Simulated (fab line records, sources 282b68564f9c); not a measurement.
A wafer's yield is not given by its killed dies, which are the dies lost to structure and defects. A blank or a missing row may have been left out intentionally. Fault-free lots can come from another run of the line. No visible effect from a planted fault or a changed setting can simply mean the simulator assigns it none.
Which tool did it? ; flow rit_cmos ; Sampling: 14 lots, 42 wafers, 3 of 202 route steps

## WHAT THE GAUGES READ, wafer by wafer
RIT_NLDD_TW_MEAS_10.
lot;measured;on;NLDD_TW
L170;day 2 18:50;film_metro-02;2483 2490 2472
L171;day 2 23:40;film_metro-03;2519 2506 2534
L172;day 3 04:37;film_metro-02;2465 2487 2483
L173;day 3 07:47;film_metro-03;2518 2529 2538
L176;day 4 00:11;film_metro-03;2493 2516 2502
L178;day 4 10:25;film_metro-02;2704 2703 2703
L182;day 5 07:20;film_metro-02;2721 2714 2708
L185;day 5 20:02;film_metro-01;2493 2498 2501
L186;day 6 01:28;film_metro-02;2483 2508 2476
L187;day 6 08:59;film_metro-03;2526 2533 2525
L190;day 6 22:28;film_metro-02;2498 2493 2499
L191;day 7 02:12;film_metro-01;2515 2506 2516
L192;day 7 08:17;film_metro-02;2509 2488 2500
L193;day 7 14:29;film_metro-01;2483 2506 2497

RIT_SDANNEAL_RS_MEAS_07: uses a four-point probe to measure.
lot;measured;on;NLDD_RS (ohm/sq)
L170;day 3 02:36;film_metro-01;152.0 151.2 151.5
L171;day 3 07:25;film_metro-01;151.5 151.3 151.6
L172;day 3 12:29;film_metro-03;151.4 151.1 151.6
L173;day 3 15:49;film_metro-03;151.3 151.1 150.8
L176;day 4 07:52;film_metro-03;151.0 151.5 151.5
L178;day 4 18:17;film_metro-03;113.9 113.7 114.0
L182;day 5 15:59;film_metro-03;114.1 113.6 113.6
L185;day 6 04:04;film_metro-02;151.6 151.5 151.8
L186;day 6 09:24;film_metro-02;151.6 151.0 151.2
L187;day 6 17:04;film_metro-03;151.2 151.0 151.3
L190;day 7 06:14;film_metro-02;151.1 151.0 151.1
L191;day 7 10:13;film_metro-01;151.8 151.1 152.2
L192;day 7 16:14;film_metro-03;151.2 151.2 151.8
L193;day 7 22:30;film_metro-03;151.4 151.4 151.0

## EACH LOT AND THE TOOL THAT RAN IT (in order: tool; ch and the chambers of the sampled wafers; start)
lot;RIT_NLDD_IMPLANT_08
L170;implanter-04 ch 0, day 2 18:31
L171;implanter-02 ch 0, day 2 23:22
L172;implanter-02 ch 0, day 3 04:19
L173;implanter-04 ch 0, day 3 07:28
L176;implanter-04 ch 0, day 3 23:53
L178;implanter-04 ch 0, day 4 10:05
L182;implanter-04 ch 0, day 5 07:02
L185;implanter-02 ch 0, day 5 19:43
L186;implanter-03 ch 0, day 6 01:10
L187;implanter-02 ch 0, day 6 08:40
L190;implanter-03 ch 0, day 6 22:10
L191;implanter-03 ch 0, day 7 01:53
L192;implanter-02 ch 0, day 7 07:57
L193;implanter-03 ch 0, day 7 14:10
- RIT_NLDD_IMPLANT_08

## AS READ BY THE TOOLS THEMSELVES (means over the sampled wafers that have a number; for cases with no such wafer, the mark the record gives instead)
RIT_NLDD_IMPLANT_08.
lot;tool;dose_ions_cm2;faraday_current_uA
L170;implanter-04;5e+14;1572
L171;implanter-02;5e+14;1593
L172;implanter-02;5e+14;1545
L173;implanter-04;5e+14;1606
L176;implanter-04;5e+14;1574
L178;implanter-04;7e+14;2213
L182;implanter-04;7e+14;2271
L185;implanter-02;5e+14;1586
L186;implanter-03;5e+14;1586
L187;implanter-02;5e+14;1580
L190;implanter-03;5e+14;1578
L191;implanter-03;5e+14;1587
L192;implanter-02;5e+14;1572
L193;implanter-03;5e+14;1579

## THE ANSWER, worked out from the rows above alone
Rule: what is usual is taken from the lots themselves. The widest of any qualifying gaps counts: lots, ordered by their means at a reading, are off when they make up no more than a third of the lots, leave a main group of 4 or more, and stand apart from it by 3 or more times the standard deviation of that group's means. A main group whose means are all the same, to the digits that the tables above print for the reading, isn't used. A lot without any number at a reading at which 4 lots or more have one is off too. Any other lot the step has rows for is counted as sound. The gauges are gone through in route order, then the tools' own readings, and for those a lot's mean is taken as printed above. The first step at which some lot is off is used, and at that step the reading that is off furthest; a lot without a number counts as furthest.
Off: L178, L182, seen at RIT_NLDD_TW_MEAS_10 (NLDD_TW). The main group has a mean of 2502 with a standard deviation of 16.
A tool fits if, at a process step before that reading, it ran every lot that is off, and no sound lot after the first of them. The gauges at RIT_NLDD_TW_MEAS_10 aren't tried: what is off there is off at RIT_SDANNEAL_RS_MEAS_07 too, on other tools, and a gauge's error can't cause that. One fits: RIT_NLDD_IMPLANT_08 on implanter-04. A fault onset in the window from L176 (day 3 23:53, its last sound lot) to L178 (day 4 10:05, its first lot off) fits.
The tool's own readings at RIT_NLDD_IMPLANT_08 bear it out: on the lots that are off they differ by more than 5 times the standard deviation of the sound lots' means. dose_ions_cm2 reads 7e+14 there against 5e+14 on the sound lots; faraday_current_uA reads 2242 there against 1580 on the sound lots.

## WHAT HAD BEEN PUT IN BY THE SIMULATOR
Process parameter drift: implanter-04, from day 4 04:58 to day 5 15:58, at RIT_NLDD_IMPLANT_08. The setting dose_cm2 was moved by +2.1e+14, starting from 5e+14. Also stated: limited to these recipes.
Struck lots among those shown: L178, L182. This agrees with what the rule above found.
